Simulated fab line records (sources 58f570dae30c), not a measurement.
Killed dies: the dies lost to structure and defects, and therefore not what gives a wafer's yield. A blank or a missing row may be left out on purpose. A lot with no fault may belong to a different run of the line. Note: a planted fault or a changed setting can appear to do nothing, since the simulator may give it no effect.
Which tool did it? ; flow berkeley_cmos170 ; 14 lots with 42 wafers sampled at 2 steps, on a route of 331 steps

WHAT EACH GAUGE READ, for each wafer
UCB170_CONTACT_THK_MEAS_02.
lot;measured;on;CONTACT_PSG_THK (nm)
L784;day 6 16:07;film_metro-01;690 696 695
L785;day 6 16:06;film_metro-03;698 697 701
L786;day 6 22:03;film_metro-01;717 720 715
L787;day 7 12:02;film_metro-03;706 704 706
L788;day 7 13:50;film_metro-01;708 708 711
L789;day 7 13:49;film_metro-03;704 711 710
L790;day 8 00:19;film_metro-02;710 705 708
L791;day 8 15:26;film_metro-01;695 700 700
L796;day 9 06:24;film_metro-01;758 755 754
L797;day 9 16:59;film_metro-02;747 750 747
L799;day 10 02:29;film_metro-01;684 685 688
L801;day 10 06:11;film_metro-02;696 697 694
L803;day 10 20:19;film_metro-03;707 703 708
L806;day 11 09:47;film_metro-01;695 694 686

WHICH TOOL RAN EACH LOT (tool, then ch and the chambers of the sampled wafers, then the start)
lot;UCB170_CONTACT_CVD_01
L784;lpcvd-02 ch 0, day 6 14:19
L785;lpcvd-02 ch 1, day 6 14:19
L786;lpcvd-01 ch 0, day 6 20:16
L787;lpcvd-01 ch 1, day 7 10:15
L788;lpcvd-01 ch 1, day 7 12:02
L789;lpcvd-01 ch 1, day 7 12:02
L790;lpcvd-01 ch 1, day 7 22:29
L791;lpcvd-02 ch 1, day 8 13:38
L796;lpcvd-01 ch 0, day 9 04:37
L797;lpcvd-01 ch 0, day 9 15:12
L799;lpcvd-02 ch 0, day 10 00:41
L801;lpcvd-02 ch 1, day 10 04:23
L803;lpcvd-02 ch 0, day 10 18:31
L806;lpcvd-02 ch 0, day 11 07:59
- UCB170_CONTACT_CVD_01: deposits PSG from SiH4/O2/PH3, target thk 700 nm, time 2820 s.

WHAT THE TOOLS THEMSELVES READ (means of the sampled wafers that have a number; where no wafer has one, the mark that the record gives instead)
UCB170_CONTACT_CVD_01.
lot;tool;sih4_flow_sccm (sccm);susceptor_temp_C (C)
L784;lpcvd-02;59.83;449.93
L785;lpcvd-02;60.09;449.96
L786;lpcvd-01;59.93;449.88
L787;lpcvd-01;60.09;450.18
L788;lpcvd-01;60.03;449.75
L789;lpcvd-01;60.10;450.19
L790;lpcvd-01;60.09;450.26
L791;lpcvd-02;60.08;450.18
L796;lpcvd-01;71.98;450.50
L797;lpcvd-01;71.79;450.05
L799;lpcvd-02;59.91;450.44
L801;lpcvd-02;59.82;450.04
L803;lpcvd-02;59.84;450.08
L806;lpcvd-02;60.15;450.29

THE ANSWER, worked out from the rows above alone
Rule: the usual values come from the lots themselves. The widest of any qualifying gaps counts: lots, ordered by their means at a reading, are off when they make up no more than a third of the lots, leave a main group of 4 or more, and stand apart from it by 3 or more times the standard deviation of that group's means. A main group whose means are all the same, to the digits that the tables above print for the reading, isn't used. A lot without any number at a reading at which 4 lots or more have one is off too. The other lots that the step has rows for count as sound. After the gauges, taken in route order, come the tools' own readings; for these a lot's mean is taken, as printed above. The first step at which some lot is off is used, and at that step the reading that is off furthest; a lot without a number counts as furthest.
Off: L796, L797, seen at UCB170_CONTACT_THK_MEAS_02 (CONTACT_PSG_THK). Mean 701 nm and standard deviation 8.6 in the main group.
If a tool, at a process step before that reading, ran all the lots that are off and no sound lot after the first of them, it fits. The gauges at UCB170_CONTACT_THK_MEAS_02 aren't tried: what is off there is off at UCB170_CONTACT_CVD_01 too, on other tools, and a gauge's error can't cause that. One candidate fits, namely lpcvd-01 at UCB170_CONTACT_CVD_01. A fault onset in the window from L790 (day 7 22:29, its last sound lot) to L796 (day 9 04:37, its first lot off) fits.
The tool's own readings at UCB170_CONTACT_CVD_01 bear it out: on the lots that are off they differ by more than 5 times the standard deviation of the sound lots' means. sih4_flow_sccm reads 71.89 sccm there against 60.00 sccm on the sound lots.

WHAT THE SIMULATOR PUT IN
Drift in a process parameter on lpcvd-01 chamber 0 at UCB170_CONTACT_CVD_01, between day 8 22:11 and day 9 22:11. A move of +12 in setting sih4_flow_sccm, from 60. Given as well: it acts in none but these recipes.
Shown lots that were struck: L796, L797. This agrees with what the rule above found.
